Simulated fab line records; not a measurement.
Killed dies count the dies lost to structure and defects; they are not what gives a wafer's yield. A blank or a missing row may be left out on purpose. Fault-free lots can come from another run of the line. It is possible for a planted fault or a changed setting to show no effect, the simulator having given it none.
Check of tool commonality + flow rit cmos + 42 wafers sampled across 13 lots

== REASON IT WAS OPENED ==
Of 13 lots, 1 have the reading SPACER_NITRIDE_THK flagged at RIT_SPACER_THK_MEAS_04. Wafers without a fault read 249.3 nm, standard deviation 2.1.
Rule: a lot gets a flag if all its wafers with a number sit over 4 standard deviations from that mean, or if no wafer of it has a number. The other lots count as sound.

| lot  | measured    | on            | SPACER_NITRIDE_THK (nm), wafer by wafer | flag    |
|------|-------------|---------------|-----------------------------------------|---------|
| L457 | day 3 09:21 | film metro-03 | 249.0 249.6 248.2                       |         |
| L458 | day 3 12:28 | film metro-01 | 253.3 253.0 252.7                       |         |
| L459 | day 3 18:58 | film metro-03 | 249.8 253.5 250.7                       |         |
| L461 | day 3 23:31 | film metro-03 | 250.5 254.3 251.1                       |         |
| L462 | day 4 08:29 | film metro-03 | 246.3 248.7 247.9                       |         |
| L465 | day 4 21:55 | film metro-03 | 356.5 359.6 356.6 356.8 359.4 356.4     | FLAGGED |
| L466 | day 5 05:56 | film metro-04 | 247.3 247.1 244.8                       |         |
| L470 | day 5 23:52 | film metro-04 | 245.5 247.1 247.6                       |         |
| L472 | day 6 07:09 | film metro-01 | 250.7 251.9 250.5                       |         |
| L471 | day 6 07:20 | film metro-04 | 248.6 251.3 247.4                       |         |
| L476 | day 7 03:37 | film metro-04 | 250.8 250.6 251.6                       |         |
| L478 | day 7 10:37 | film metro-03 | 247.0 247.0 247.4                       |         |
| L479 | day 7 20:07 | film metro-03 | 250.1 247.0 250.4                       |         |
The numbers of the flagged lots are 357.6 nm on average: +108.2 nm against the usual, or +52 standard deviations.

== WHICH TOOL EACH LOT WENT THROUGH ==
The record keeps 1 process step preceding the reading, out of 202 steps on the route. Every cell lists first the tool, next ch and the chambers used by the sampled wafers, and last the start.
| lot  | flag    | RIT_SPACER_CVD_03          |
|------|---------|----------------------------|
| L457 |         | lpcvd-01 ch 1, day 3 07:24 |
| L458 |         | lpcvd-02 ch 1, day 3 10:32 |
| L459 |         | lpcvd-01 ch 1, day 3 17:02 |
| L461 |         | lpcvd-02 ch 0, day 3 21:35 |
| L462 |         | lpcvd-01 ch 1, day 4 05:37 |
| L465 | FLAGGED | lpcvd-01 ch 1, day 4 19:59 |
| L466 |         | lpcvd-02 ch 0, day 5 04:00 |
| L470 |         | lpcvd-01 ch 0, day 5 21:56 |
| L472 |         | lpcvd-01 ch 0, day 6 05:14 |
| L471 |         | lpcvd-02 ch 1, day 6 04:28 |
| L476 |         | lpcvd-02 ch 1, day 7 01:42 |
| L478 |         | lpcvd-02 ch 1, day 7 08:42 |
| L479 |         | lpcvd-02 ch 1, day 7 18:13 |
What the steps here do:
- RIT_SPACER_CVD_03: deposits Si3N4 from SiH2Cl2/NH3, target thk 250 nm, time 3300 s.
- RIT_SPACER_THK_MEAS_04

== FLAGGED OVER TOTAL, TOOL BY TOOL (the gauges that took the reading come last) ==
| step                   | tool          | lots run | flagged | share of the flagged lots | sound lots run after its first flagged lot |
|------------------------|---------------|----------|---------|---------------------------|--------------------------------------------|
| RIT_SPACER_CVD_03      | lpcvd-01      | 6        | 1       | all                       | 2 (L470,L472)                              |
| RIT_SPACER_CVD_03      | lpcvd-02      | 7        | 0       | none                      | -                                          |
| RIT_SPACER_THK_MEAS_04 | film metro-01 | 2        | 0       | none                      | -                                          |
| RIT_SPACER_THK_MEAS_04 | film metro-03 | 7        | 1       | all                       | 2 (L478,L479)                              |
| RIT_SPACER_THK_MEAS_04 | film metro-04 | 4        | 0       | none                      | -                                          |

== THE TABLE: WHAT IT ALLOWS ==
2 rows of the table ran every flagged lot: lpcvd-01 at RIT_SPACER_CVD_03, film metro-03 at RIT_SPACER_THK_MEAS_04.
- lpcvd-01 at RIT_SPACER_CVD_03: 1 of its 6 lots flagged. Lots that were sound ran on it after the first flagged one (L470, L472); a persistent fault on the entire tool would not allow that. Its own readings (spike tc centre C, spike tc load C, spike tc source C) fall more than 4 standard deviations out on all wafers of the flagged lots.
- film metro-03 at RIT_SPACER_THK_MEAS_04: 1 of its 7 lots flagged. Lots that were sound ran on it after the first flagged one (L478, L479); a persistent fault on the entire tool would not allow that.
Every row of the table either missed a flagged lot or ran a sound lot after the first.

== WHAT WAS PUT IN BY THE SIMULATOR ==
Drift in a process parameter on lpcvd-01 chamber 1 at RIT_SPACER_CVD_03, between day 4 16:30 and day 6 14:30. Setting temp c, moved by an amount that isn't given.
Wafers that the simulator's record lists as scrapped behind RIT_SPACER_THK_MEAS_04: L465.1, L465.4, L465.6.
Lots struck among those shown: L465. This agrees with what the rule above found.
